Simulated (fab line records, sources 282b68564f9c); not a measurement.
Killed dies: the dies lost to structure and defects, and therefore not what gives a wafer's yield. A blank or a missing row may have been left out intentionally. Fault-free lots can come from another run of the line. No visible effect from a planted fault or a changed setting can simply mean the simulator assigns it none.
A lot that was struck, set against a sound lot	flow rit-cmos	15 steps out of a route of 202
Sound: the wafers L773.1, L773.2, L773.4. Struck: wafers L768.1, L768.2, L768.5. The cause comes at the end.
Per side, at each step with rows, come the tool, then ch with its chambers, and then its first start. Under that, the readings that differ: sound wafers	struck wafers	difference of the means	sigmas: that difference in standard deviations of wafers without a fault.
alike: readings whose means differ by less than 2 such deviations, and words and numbers that are the same on both sides. not compared: withheld readings, readings that some wafer has no value for, bounds like >300 that may hide the same value, and numbers for which the record gives no deviation and whose values overlap.
The two part at a step that has a row with sigmas, a row that says differs or no value, or rows on one side only. Non-overlapping numbers with no deviation appear without sigmas and do not part them. Lack of a reading on every wafer of one side parts them only where that side has two or more wafers.

first, 4 steps without rows for these wafers: RIT_PSD_SOFTBAKE_02 (time 60 s); RIT_PSD_EXPOSE_03 (exposes mask M10, target cd 40900 nm); RIT_PSD_PEB_04; RIT_PSD_DEVELOP_05 (develop time 50 s).
RIT_PSD_OVL_MEAS_06:
  sound on overlay-02 at day 6 01:14; struck on overlay-02 at day 5 02:39
  alike: PSD_OVL
then, 2 steps without rows for these wafers: RIT_PSD_HARDBAKE_07 (time 60 s); RIT_PSD_IMPLANT_08.
RIT_PSD_STRIP_09: strips in O2, time 180 s.
  sound on plasma-asher-03 ch 0,1, day 6 01:34; struck on plasma-asher-04 ch 0,1, day 5 02:59
  alike: drypump-motor-current-A
  not compared: rf-hours-counter-h
RIT_PSD_TW_MEAS_10:
  sound on film-metro-04 at day 6 01:44; struck on film-metro-03 at day 5 03:10
  alike: PSD_TW
then, 3 steps without rows for these wafers: RIT_SDANNEAL_CLEAN_00 (cleans in SC1, time 600 s); RIT_SDANNEAL_CLEAN_01 (cleans in dHF, time 29.45 s); RIT_SDANNEAL_CLEAN_02 (cleans in SC2, time 600 s).
RIT_SDANNEAL_RTA_03: time 5 s.
  sound on rtp-anneal-01 ch 0, day 6 02:12; struck on rtp-anneal-02 ch 0, day 5 03:35
reading	sound	struck	difference	sigmas
wafer_temp_C_max	1053.5 1052.8 1053.3	1013.0 1012.9 1013.7	-40.0	-33
RIT_SDANNEAL_RS_MEAS_04: a four-point-probe measurement.
  sound on film-metro-04 at day 6 02:19; struck on film-metro-03 at day 5 04:00
reading	sound	struck	difference	sigmas
PSD_RS (ohm/sq)	116.1 116.0 115.8	145.3 145.0 145.5	+29.3	+98
  not compared: hold
RIT_M1_PROBE_99:
  the record has rows for the sound wafers here (prober-02, day 6 10:11) and none for the struck ones

## WHERE THEY PART
At RIT_SDANNEAL_RTA_03 first; at RIT_M1_PROBE_99 last (within this record only).

WHY: what had been put in by the simulator
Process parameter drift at RIT_SDANNEAL_RTA_03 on rtp-anneal-02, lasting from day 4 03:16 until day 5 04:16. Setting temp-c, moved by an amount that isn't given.
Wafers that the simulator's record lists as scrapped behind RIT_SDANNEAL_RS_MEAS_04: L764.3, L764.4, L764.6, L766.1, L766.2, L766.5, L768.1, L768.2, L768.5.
